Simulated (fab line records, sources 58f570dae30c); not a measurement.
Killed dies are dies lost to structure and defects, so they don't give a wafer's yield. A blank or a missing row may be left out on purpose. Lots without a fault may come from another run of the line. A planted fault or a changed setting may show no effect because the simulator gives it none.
Chamber matching | flow berkeley_cmos170 | UCB170_SPACER_CVD_00 on pecvd-03: 3 sister chambers
The step deposits SiO2 from TEOS/O2, target thk 376 nm, time 47 s. 16 wafers are shown with their chamber, then 8 later ones without.

WAFERS WITH THEIR CHAMBER
wafer  | chamber | heater_power_w (W)
L675.1 | 1       | 212
L675.2 | 0       | 254
L675.3 | 2       | 176
L677.1 | 0       | 263
L677.3 | 1       | 155
L677.4 | 0       | 175
L691.1 | 0       | 267
L691.2 | 2       | 217
L691.4 | 2       | 140
L692.2 | 0       | 181
L692.3 | 2       | 174
L692.5 | 0       | 199
L696.1 | 0       | 216
L696.3 | 2       | 144
L696.4 | 2       | 156
L695.1 | 0       | 240

SIGNATURES (means of the wafers above)
reading        | chamber 0 | chamber 1 | chamber 2 | scatter within a chamber
heater_power_w | 224.38    | 183.50    | 167.83    | 34.1
Rule: a wafer's distance from a chamber is the root of the sum, over the readings, of the square of ((its reading less the chamber's mean) divided by the reading's scatter). The wafer belongs to the nearest chamber; if the next one is less than 2 further off, it can't be placed. The scatter: the root of (the sum of the squares of (reading less its chamber's mean) over the shown wafers, divided by (wafers less chambers)).

WAFERS WITHOUT THEIR CHAMBER
wafer  | heater_power_w (W)
L695.4 | 158
L695.6 | 215
L697.2 | 187
L697.5 | 135
L697.6 | 197
L698.1 | 212
L698.2 | 170
L698.6 | 187

WHICH CHAMBER EACH WENT THROUGH
wafer  | from the rows above          | in truth
L695.4 | can't be placed: 2 or 1 or 0 | 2
L695.6 | can't be placed: 0 or 1 or 2 | 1
L697.2 | can't be placed: 1 or 2 or 0 | 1
L697.5 | can't be placed: 2 or 1 or 0 | 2
L697.6 | can't be placed: 1 or 0 or 2 | 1
L698.1 | can't be placed: 0 or 1 or 2 | 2
L698.2 | can't be placed: 2 or 1 or 0 | 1
L698.6 | can't be placed: 1 or 2 or 0 | 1
Placed correctly: 0 of 8. Can't be placed from these rows: 8 (the true chamber is among the candidates in 8). Placed wrongly: 0.
